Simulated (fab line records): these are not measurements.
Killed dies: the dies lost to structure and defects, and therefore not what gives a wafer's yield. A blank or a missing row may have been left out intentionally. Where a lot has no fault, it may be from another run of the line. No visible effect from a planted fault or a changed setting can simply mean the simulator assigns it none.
Which tool did it? + flow berkeleyCmos170 + Sampling: 15 lots, 45 wafers, 6 of 331 route steps

== WHAT THE GAUGES READ, wafer by wafer ==
UCB170_GATE_OVL_MEAS_13.
| lot  | measured     | on         | GATE_OVL (nm) |
|------|--------------|------------|---------------|
| L837 | day 7 08:22  | overlay-02 | 0 -1 -5       |
| L839 | day 8 01:46  | overlay-02 | -2 -1 -2      |
| L838 | day 8 01:29  | overlay-01 | -3 -1 4       |
| L844 | day 8 19:46  | overlay-01 | 6 1 -2        |
| L842 | day 8 18:55  | overlay-01 | -3 6 3        |
| L843 | day 8 18:57  | overlay-02 | 2 6 7         |
| L846 | day 9 02:10  | overlay-01 | 9 12 11       |
| L848 | day 9 15:12  | overlay-01 | -3 2 -2       |
| L850 | day 10 03:32 | overlay-02 | -8 -1 -6      |
| L851 | day 10 03:17 | overlay-02 | 0 5 2         |
| L853 | day 10 16:34 | overlay-02 | 8 10 8        |
| L854 | day 10 23:58 | overlay-01 | 7 1 0         |
| L855 | day 11 00:13 | overlay-02 | 4 3 4         |
| L857 | day 11 15:31 | overlay-01 | 4 1 -1        |
| L859 | day 11 23:26 | overlay-01 | 1 -8 -6       |

UCB170_PLDD_TW_MEAS_11.
| lot  | measured     | on           | PLDD_TW        |
|------|--------------|--------------|----------------|
| L837 | day 7 10:53  | filmMetro-03 | 1010 1011 1009 |
| L839 | day 8 03:56  | filmMetro-02 | 994 994 1001   |
| L838 | day 8 03:40  | filmMetro-01 | 1017 1016 1018 |
| L844 | day 8 23:11  | filmMetro-01 | 1013 1016 1014 |
| L842 | day 8 22:13  | filmMetro-01 | 1011 1012 1008 |
| L843 | day 8 22:38  | filmMetro-03 | 1012 1009 1012 |
| L846 | day 9 04:13  | filmMetro-02 | 1000 994 996   |
| L848 | day 9 17:20  | filmMetro-01 | 1017 1018 1018 |
| L850 | day 10 06:52 | filmMetro-03 | 988 992 988    |
| L851 | day 10 06:28 | filmMetro-03 | 988 990 989    |
| L853 | day 10 18:30 | filmMetro-03 | 1014 1006 1010 |
| L854 | day 11 02:27 | filmMetro-02 | 977 976 980    |
| L855 | day 11 03:13 | filmMetro-02 | 994 1004 991   |
| L857 | day 11 18:01 | filmMetro-01 | 1016 1010 1012 |
| L859 | day 12 02:57 | filmMetro-03 | 1022 1019 1019 |

UCB170_SDANNEAL_RS_MEAS_04: measurement is done with a four-point probe.
| lot  | measured     | on           | PLDD_RS (ohm/sq)     |
|------|--------------|--------------|----------------------|
| L837 | day 8 02:01  | filmMetro-01 | 1032.1 1029.5 1030.1 |
| L839 | day 8 16:11  | filmMetro-02 | 1030.2 1034.0 1033.3 |
| L838 | day 8 15:53  | filmMetro-03 | 1031.2 1034.0 1030.5 |
| L844 | day 9 13:38  | filmMetro-02 | 1029.5 1028.9 1030.7 |
| L842 | day 9 12:11  | filmMetro-02 | 1036.8 1039.8 1036.0 |
| L843 | day 9 13:02  | filmMetro-02 | 1033.5 1033.7 1036.0 |
| L846 | day 9 20:07  | filmMetro-01 | 1028.8 1027.3 1029.7 |
| L848 | day 10 09:21 | filmMetro-03 | 1031.3 1029.1 1028.3 |
| L850 | day 11 00:20 | filmMetro-03 | 1080.5 1081.7 1083.5 |
| L851 | day 11 00:28 | filmMetro-02 | 1082.7 1085.3 1080.5 |
| L853 | day 11 06:33 | filmMetro-01 | 1033.3 1031.3 1033.7 |
| L854 | day 11 16:19 | filmMetro-03 | 1087.0 1084.9 1084.8 |
| L855 | day 11 16:44 | filmMetro-02 | 1034.8 1032.7 1034.2 |
| L857 | day 12 05:10 | filmMetro-03 | 1027.3 1029.1 1028.6 |
| L859 | day 12 17:20 | filmMetro-01 | 1028.4 1031.0 1026.9 |

== EACH LOT AND THE TOOL THAT RAN IT (in order: tool; ch and the chambers of the sampled wafers; start) ==
| lot  | UCB170_PWELL_ETCH_14             | UCB170_GATE_STRIP_16                | UCB170_PLDD_IMPLANT_09          |
|------|----------------------------------|-------------------------------------|---------------------------------|
| L837 | rieDiel-01 ch 1,2,3, day 3 14:53 | plasmaAsher-01 ch 0,1, day 7 08:31  | implanter-04 ch 0, day 7 10:40  |
| L839 | rieDiel-03 ch 0,1, day 3 21:55   | plasmaAsher-02 ch 0,1, day 8 01:55  | implanter-01 ch 0, day 8 03:43  |
| L838 | rieDiel-04 ch 2,3, day 4 00:22   | plasmaAsher-03 ch 0,1, day 8 01:38  | implanter-04 ch 0, day 8 03:26  |
| L844 | rieDiel-03 ch 2,3, day 4 17:37   | plasmaAsher-02 ch 0,1, day 8 19:53  | implanter-03 ch 0, day 8 22:58  |
| L842 | rieDiel-04 ch 2,3, day 4 17:41   | plasmaAsher-03 ch 0,1, day 8 19:02  | implanter-04 ch 0, day 8 21:59  |
| L843 | rieDiel-01 ch 1,3, day 4 22:23   | plasmaAsher-02 ch 0,1, day 8 19:04  | implanter-03 ch 0, day 8 22:23  |
| L846 | rieDiel-03 ch 2,3, day 5 06:50   | plasmaAsher-01 ch 0,1, day 9 02:17  | implanter-03 ch 0, day 9 03:58  |
| L848 | rieDiel-04 ch 0,2, day 5 19:17   | plasmaAsher-03 ch 0,1, day 9 15:19  | implanter-01 ch 0, day 9 17:06  |
| L850 | rieDiel-03 ch 1,2, day 6 10:05   | plasmaAsher-02 ch 0,1, day 10 03:40 | implanter-03 ch 0, day 10 06:37 |
| L851 | rieDiel-01 ch 0,2,3, day 6 10:31 | plasmaAsher-02 ch 0,1, day 10 03:25 | implanter-03 ch 0, day 10 06:13 |
| L853 | rieDiel-01 ch 0,1,2, day 6 21:10 | plasmaAsher-01 ch 0,1, day 10 16:41 | implanter-04 ch 0, day 10 18:16 |
| L854 | rieDiel-01 ch 0,1, day 7 01:08   | plasmaAsher-02 ch 0,1, day 11 00:05 | implanter-03 ch 0, day 11 02:12 |
| L855 | rieDiel-04 ch 2,3, day 7 01:23   | plasmaAsher-03 ch 0,1, day 11 00:22 | implanter-04 ch 0, day 11 03:00 |
| L857 | rieDiel-04 ch 0,1, day 7 21:04   | plasmaAsher-02 ch 0,1, day 11 15:39 | implanter-04 ch 0, day 11 17:46 |
| L859 | rieDiel-01 ch 1,2,3, day 8 04:07 | plasmaAsher-01 ch 0,1, day 11 23:34 | implanter-04 ch 0, day 12 02:43 |
- UCB170_PWELL_ETCH_14: etches Si3N4 in CH3F/Ar/O2, stops on SiO2, target depth 242 nm, time 151 s.
- UCB170_GATE_STRIP_16: strips in O2.
- UCB170_PLDD_IMPLANT_09

== WHAT THE TOOLS THEMSELVES READ (means of the sampled wafers that have a number; where no wafer has one, the mark that the record gives instead) ==
UCB170_PWELL_ETCH_14.
| lot  | tool       | drypumpMotorCurrentA (A) | oesProductAu (a.u.) | throttleValvePct (%) |
|------|------------|--------------------------|---------------------|----------------------|
| L837 | rieDiel-01 | 5.7                      | 0.947               | 8.06                 |
| L839 | rieDiel-03 | 5.6                      | 0.931               | 8.11                 |
| L838 | rieDiel-04 | 5.3                      | 0.941               | 8.01                 |
| L844 | rieDiel-03 | 5.9                      | 0.953               | 8.20                 |
| L842 | rieDiel-04 | 5.3                      | 0.950               | 8.02                 |
| L843 | rieDiel-01 | 5.6                      | 0.939               | 7.97                 |
| L846 | rieDiel-03 | 6.0                      | 0.953               | 8.20                 |
| L848 | rieDiel-04 | 5.4                      | 0.947               | 7.88                 |
| L850 | rieDiel-03 | 5.7                      | 0.942               | 8.17                 |
| L851 | rieDiel-01 | 5.6                      | 0.942               | 8.08                 |
| L853 | rieDiel-01 | 5.7                      | 0.946               | 7.98                 |
| L854 | rieDiel-01 | 5.4                      | 0.939               | 7.91                 |
| L855 | rieDiel-04 | 5.3                      | 0.961               | 8.03                 |
| L857 | rieDiel-04 | 5.9                      | 0.937               | 7.85                 |
| L859 | rieDiel-01 | 5.7                      | 0.945               | 8.06                 |

UCB170_GATE_STRIP_16.
| lot  | tool           | drypumpMotorCurrentA (A) | oesProductAu (a.u.) |
|------|----------------|--------------------------|---------------------|
| L837 | plasmaAsher-01 | 6.1                      | 0.723               |
| L839 | plasmaAsher-02 | 6.1                      | 0.724               |
| L838 | plasmaAsher-03 | 5.4                      | 0.720               |
| L844 | plasmaAsher-02 | 6.2                      | 0.725               |
| L842 | plasmaAsher-03 | 5.4                      | 0.722               |
| L843 | plasmaAsher-02 | 6.1                      | 0.724               |
| L846 | plasmaAsher-01 | 5.7                      | 0.723               |
| L848 | plasmaAsher-03 | 5.4                      | 0.726               |
| L850 | plasmaAsher-02 | 6.1                      | 0.722               |
| L851 | plasmaAsher-02 | 6.1                      | 0.722               |
| L853 | plasmaAsher-01 | 5.7                      | 0.724               |
| L854 | plasmaAsher-02 | 6.1                      | 0.723               |
| L855 | plasmaAsher-03 | 5.4                      | 0.723               |
| L857 | plasmaAsher-02 | 6.2                      | 0.720               |
| L859 | plasmaAsher-01 | 6.1                      | 0.724               |

UCB170_PLDD_IMPLANT_09.
| lot  | tool         | doseIonsCm2 | faradayCurrentUA |
|------|--------------|-------------|------------------|
| L837 | implanter-04 | 5.000e+13   | 157              |
| L839 | implanter-01 | 4.995e+13   | 157              |
| L838 | implanter-04 | 5.006e+13   | 160              |
| L844 | implanter-03 | 5.006e+13   | 160              |
| L842 | implanter-04 | 5.003e+13   | 159              |
| L843 | implanter-03 | 5.003e+13   | 157              |
| L846 | implanter-03 | 5.005e+13   | 157              |
| L848 | implanter-01 | 5.002e+13   | 158              |
| L850 | implanter-03 | 4.404e+13   | 139              |
| L851 | implanter-03 | 4.397e+13   | 141              |
| L853 | implanter-04 | 4.999e+13   | 159              |
| L854 | implanter-03 | 4.400e+13   | 138              |
| L855 | implanter-04 | 5.001e+13   | 162              |
| L857 | implanter-04 | 5.006e+13   | 164              |
| L859 | implanter-04 | 5.000e+13   | 160              |

== THE ANSWER, worked out from the rows above alone ==
Rule: the usual values come from the lots themselves. The widest of any qualifying gaps counts: lots, ordered by their means at a reading, are off when they make up no more than a third of the lots, leave a main group of 4 or more, and stand apart from it by 3 or more times the standard deviation of that group's means. A main group is skipped when, at the precision printed for the reading in the tables above, its means are all equal. Also off: a lot with no number at a reading for which 4 or more lots have one. Where the step has rows for the other lots, those lots are counted as sound. The gauges are gone through in route order, then the tools' own readings, and for those a lot's mean is taken as printed above. The first step at which some lot is off is used, and at that step the reading that is off furthest; a lot without a number counts as furthest.
Off: L850, L851, L854, at UCB170_SDANNEAL_RS_MEAS_04 (PLDD_RS). Main group: mean 1031.5 ohm/sq, sd 2.7.
If a tool, at a process step before that reading, ran all the lots that are off and no sound lot after the first of them, it fits. The gauges at UCB170_SDANNEAL_RS_MEAS_04 aren't tried: what is off there is off at UCB170_PLDD_IMPLANT_09 too, on other tools, and a gauge's error can't cause that. One candidate fits, namely implanter-03 at UCB170_PLDD_IMPLANT_09. A fault onset in the window from L846 (day 9 03:58, its last sound lot) to L851 (day 10 06:13, its first lot off) fits.
The tool's own readings at UCB170_PLDD_IMPLANT_09 bear it out: on the lots that are off they differ by more than 5 times the standard deviation of the sound lots' means. doseIonsCm2 reads 4.400e+13 there against 5.002e+13 on the sound lots; faradayCurrentUA reads 139 there against 159 on the sound lots.

== WHAT THE SIMULATOR HAD INSERTED ==
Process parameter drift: implanter-03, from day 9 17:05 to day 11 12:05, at UCB170_PLDD_IMPLANT_09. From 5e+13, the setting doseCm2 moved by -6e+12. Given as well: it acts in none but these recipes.
Struck lots among those shown: L851, L850, L854. The rule above reached the same finding.
